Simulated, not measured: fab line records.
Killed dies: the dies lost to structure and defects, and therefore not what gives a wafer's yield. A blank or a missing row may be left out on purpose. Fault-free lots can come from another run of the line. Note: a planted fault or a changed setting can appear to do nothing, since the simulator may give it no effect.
Problem report in the 8D (eight disciplines) form, filled by code / flow ritCmos / the parts of the form that need people (team, actions taken, sign-off) are left out

1. WHAT WENT WRONG
Wafers without a fault read 89.29 s, standard deviation 0.17; runLengthS at RIT_NWELL_SOFTBAKE_02 reads a mean of 82.25 s on 9 wafers belonging to 3 lots. That is -41 standard deviations from the usual mean.
The step: time 60 s.
Seen first at day 4 07:52 on lithoTrack-02, wafer L137.1. At this step, 45 wafers from 15 lots have a number in the record. Rule for "out", or "out of limits": more than 4 standard deviations from the usual mean. The rest of the wafers with a number are treated as sound.

2. WHAT IT IS, AND WHAT IT ISN'T
question=which readings at this step | is=runLengthS, heaterPowerTotalW | is not=-
question=which lots | is=L137, L138, L139 | is not=L125, L126, L127, L128, L129, L132, L140, L141, L143, L145, L146, L148
question=which wafers of those lots | is=all that have a number | is not=-
question=read on which tools | is=lithoTrack-02 | is not=lithoTrack-01, lithoTrack-04
question=when | is=from day 4 07:52 | is not=up to then (18 sound wafers); but 18 sound wafers of L140, L141, L143, L145, L146, L148 came after

3. SUSPECTS, AND WHAT RULES EACH OUT
Counting: a tool stays on the suspect list if, at a process step up to the reading, it processed all lots that are out and no sound lot following the first of them.
- lithoTrack-02 at RIT_NWELL_SOFTBAKE_02 (time 60 s): kept. It processed each lot that is out, first L137 at day 4 07:52, and no sound lot thereafter; up to then, the last sound lot it processed was L132 at day 3 07:12. Its own readings are out on those wafers: heaterPowerTotalW, runLengthS.
Left after counting: lithoTrack-02 at RIT_NWELL_SOFTBAKE_02.

4. THE CAUSE (what the simulator had put in)
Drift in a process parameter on lithoTrack-02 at RIT_NWELL_SOFTBAKE_02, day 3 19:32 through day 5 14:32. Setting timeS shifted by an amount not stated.
Counting left only this tool.

5. THE EFFECT CHAIN, in route order
Rows list readings where the struck wafers' mean (over those with a number) sits beyond 3 standard deviations from the usual. Scope: only readings with a usual standard deviation given in the record; hours: median across lots of the time from each lot's start at the first step in this table that gives one to its start at this step; sigmas: change in usual standard deviations.
hours=0; step=RIT_NWELL_SOFTBAKE_02; reading=heaterPowerTotalW; usual=34.57 W; on struck wafers=35.92; change=+1.35; sigmas=+27
hours=0; step=RIT_NWELL_SOFTBAKE_02; reading=runLengthS; usual=89.29 s; on struck wafers=82.25; change=-7.04; sigmas=-41
Here are the process steps it includes:
- RIT_NWELL_SOFTBAKE_02: time 60 s.
Later steps that measure or inspect, where all struck wafers having a row at the step show a number for every such reading and not one has moved that far: RIT_REOX_THK_MEAS_04, RIT_M1_CD_MEAS_90.

6. HOW IT WOULD HAVE BEEN CAUGHT EARLIER
In this record no reading fell out of limits until day 4 07:52, 12 hours after the fault had begun at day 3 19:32.
